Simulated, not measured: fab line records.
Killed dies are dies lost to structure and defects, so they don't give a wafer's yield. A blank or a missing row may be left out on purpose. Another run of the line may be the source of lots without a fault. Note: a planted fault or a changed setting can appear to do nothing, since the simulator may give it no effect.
Struck lot and sound lot, side by side | flow rit-cmos | 20 out of 202 route steps
Sound: wafers L556.1, L556.5, L556.6. Wafers L560.1, L560.3, L560.5 were the ones struck. The cause is named last.
Order at every step that has rows: each side's tool, ch and its chambers, its first start. Under that, the readings that differ: sound wafers | struck wafers | difference of the means | sigmas: that difference in standard deviations of wafers without a fault.
alike: readings with means less than 2 such deviations apart, plus words and numbers identical on both sides. not compared: withheld readings, readings lacking a value on some wafer, bounds such as >300 that could conceal the same value, and numbers that have no deviation in the record and whose values overlap.
A row with sigmas, a row that says differs or no value, or rows on one side alone: a step with any of these is where the two part. Numbers that don't overlap but have no deviation are shown without sigmas and don't part them. A reading that every wafer of one side lacks parts them only if that side has two wafers or more.

RIT_ACTIVE_BOW_MEAS_00:
  struck on film-metro-03, day 5 19:00; sound on film-metro-03, day 4 23:00
  alike: INCOMING_BOW
then, 1 step without rows for these wafers: RIT_ACTIVE_OXIDATION_01 (target thk 46.8 nm, ox time 3360 s).
RIT_ACTIVE_THK_MEAS_02:
  struck on film-metro-02, day 5 21:03; sound on film-metro-04, day 5 01:51
  alike: ACTIVE_OXIDE_THK
RIT_ACTIVE_CVD_03: deposits Si3N4 from SiH2Cl2/NH3, target thk 150 nm, time 1500 s.
  sound on lpcvd-01 ch 0, day 5 01:55; struck on lpcvd-02 ch 0, day 5 21:07
  reading                                  | sound             | struck            | difference | sigmas
  model.Si3N4_of_ACTIVE_CVD_03.thk-nm (nm) | 150.9 150.7 150.3 | 251.4 251.5 252.5 | +101.2     |
  alike: nh3-flow-sccm
RIT_ACTIVE_THK_MEAS_04:
  struck on film-metro-02, day 5 22:32; sound on film-metro-02, day 5 03:20
  reading                 | sound             | struck            | difference | sigmas
  ACTIVE_NITRIDE_THK (nm) | 151.0 150.6 150.3 | 251.3 251.6 252.6 | +101.2     | +67
then, 6 steps without rows for these wafers: RIT_ACTIVE_HMDS_05 (prime time 60 s); RIT_ACTIVE_COAT_06 (resist thk 984.1 nm); RIT_ACTIVE_SOFTBAKE_07 (time 60 s); RIT_ACTIVE_EXPOSE_08 (exposes mask M1, target cd 1400 nm); RIT_ACTIVE_PEB_09; RIT_ACTIVE_DEVELOP_10 (develop time 51.79 s).
RIT_ACTIVE_CD_MEAS_11: the cd target is 1400 nm.
  struck on cd-sem-02, day 5 23:34; sound on cd-sem-02, day 5 04:23
  alike: cd-nm
then, 1 step without rows for these wafers: RIT_ACTIVE_HARDBAKE_12 (time 60 s).
RIT_ACTIVE_ETCH_13: etches Si3N4 in SF6, stops on SiO2, time 210 s, target depth 210 nm.
  sound on rie-diel-04 ch 1,2, day 5 04:40; struck on rie-diel-04 ch 0,2, day 5 23:50
  reading                                       | sound             | struck            | difference | sigmas
  oes-product-au (a.u.)                         | 0.818 0.820 0.820 | 1.012 0.978 1.021 | +0.184     | +15
  model.etch.depth-nm (nm)                      | 150.9 150.7 150.3 | 214 213 214.4     | +63        |
  model.ACTIVE.feature-depth-nm (nm)            | 152.6 152.4 152.1 | 214 213 214.4     | +61        |
  model.SiO2_of_ACTIVE_OXIDATION_01.thk-nm (nm) | 45.32 44.65 45.41 | 46.68 46.46 47.06 | +1.61      |
  alike: drypump-motor-current-A, throttle-valve-pct
  not compared: rf-hours-counter-h
RIT_ACTIVE_STRIP_14: strips in O2, time 180 s.
  sound on plasma-asher-04 ch 0,1, day 5 04:48; struck on plasma-asher-03 ch 0,1, day 5 23:58
  alike: drypump-motor-current-A, rf-refl-power-W
  not compared: rf-hours-counter-h
RIT_ACTIVE_CD_MEAS_90: the cd target is 1400 nm.
  struck on cd-sem-01, day 6 00:08; sound on cd-sem-02, day 5 04:58
  alike: cd-nm
then, 1 step without rows for these wafers: RIT_ACTIVE_CLEAN_15 (cleans in SC1, time 600 s).
RIT_ACTIVE_CLEAN_16: cleans in dHF, time 30 s.
  sound on wet-bench-04 ch 3, day 5 05:16; struck on wet-bench-03 ch 0, day 6 00:27
  reading                                  | sound             | struck            | difference | sigmas
  model.Si3N4_of_ACTIVE_CVD_03.thk-nm (nm) | 150.1 149.8 149.5 | 250.6 250.6 251.7 | +101.2     |
then, 1 step without rows for these wafers: RIT_ACTIVE_CLEAN_17 (cleans in SC2, time 600 s).
RIT_M1_PROBE_99:
  struck on prober-01, day 7 18:59; sound on prober-01, day 7 01:04
  reading             | sound  | struck      | difference | sigmas
  killed-at-front-end | 9 5 10 | 264 264 264 | +256       | +95
  killed-dies         | 9 5 10 | 264 264 264 | +256       | +95
  killed-on-rim       | 3 2 3  | 70 70 70    | +67        | +56
  alike: killed-at-contacts, killed-open, killed-short

WHERE THEY PART
Earliest at RIT_ACTIVE_THK_MEAS_04; latest, in this record, at RIT_M1_PROBE_99.

WHY: the cause the simulator had injected
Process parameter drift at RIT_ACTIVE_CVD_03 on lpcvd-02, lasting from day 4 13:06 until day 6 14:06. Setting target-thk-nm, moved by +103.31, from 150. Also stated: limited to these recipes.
